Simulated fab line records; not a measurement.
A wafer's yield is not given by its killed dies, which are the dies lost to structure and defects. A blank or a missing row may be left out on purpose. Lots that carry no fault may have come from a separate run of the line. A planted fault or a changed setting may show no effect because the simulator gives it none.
Which tool is to blame? + flow berkeley-cmos170 + 7 lots with 21 wafers sampled at 2 steps, on a route of 331 steps

== WHAT THE GAUGES READ, wafer by wafer ==
UCB170_V2_OVL_MEAS_13.
| lot  | measured     | on         | V2_OVL (nm) |
|------|--------------|------------|-------------|
| L735 | day 8 08:23  | overlay-01 | -2 11 -1    |
| L736 | day 8 15:57  | overlay-01 | -5 -2 -2    |
| L739 | day 9 04:50  | overlay-01 | -8 -1 -11   |
| L742 | day 9 23:22  | overlay-02 | 5 -3 9      |
| L752 | day 11 12:17 | overlay-01 | -7 1 -11    |
| L748 | day 11 13:39 | overlay-01 | 5 0 9       |
| L754 | day 12 00:58 | overlay-01 | 1 -8 -8     |

== WHICH TOOL RAN EACH LOT (tool, then ch and the chambers of the sampled wafers, then the start) ==
| lot  | UCB170_M2_ETCH_17                  |
|------|------------------------------------|
| L735 | rie-diel-03 ch 2,3, day 8 04:25    |
| L736 | rie-diel-03 ch 1,2, day 8 13:04    |
| L739 | rie-diel-04 ch 1,3, day 9 01:00    |
| L742 | rie-diel-01 ch 0,1, day 9 18:24    |
| L752 | rie-diel-03 ch 0,3, day 11 09:23   |
| L748 | rie-diel-04 ch 0,1,3, day 11 10:09 |
| L754 | rie-diel-04 ch 0,2, day 11 22:20   |
- UCB170_M2_ETCH_17: etches BARC in N2/H2.

== THE ANSWER, worked out from the rows above alone ==
Rule: what is usual is taken from the lots themselves. Put in order of their means at a reading, lots are off if they are a third of the lots or fewer, leave a main group of 4 or more, and stand apart from it by a gap of 3 or more times the standard deviation of the main group's means; of several such gaps the widest counts. A main group whose means are all the same, to the digits that the tables above print for the reading, isn't used. A lot without any number at a reading at which 4 lots or more have one is off too. Any other lot the step has rows for is counted as sound.
Across all readings shown, no lot is off: no conclusion can be drawn from this.

== WHAT WAS PUT IN BY THE SIMULATOR ==
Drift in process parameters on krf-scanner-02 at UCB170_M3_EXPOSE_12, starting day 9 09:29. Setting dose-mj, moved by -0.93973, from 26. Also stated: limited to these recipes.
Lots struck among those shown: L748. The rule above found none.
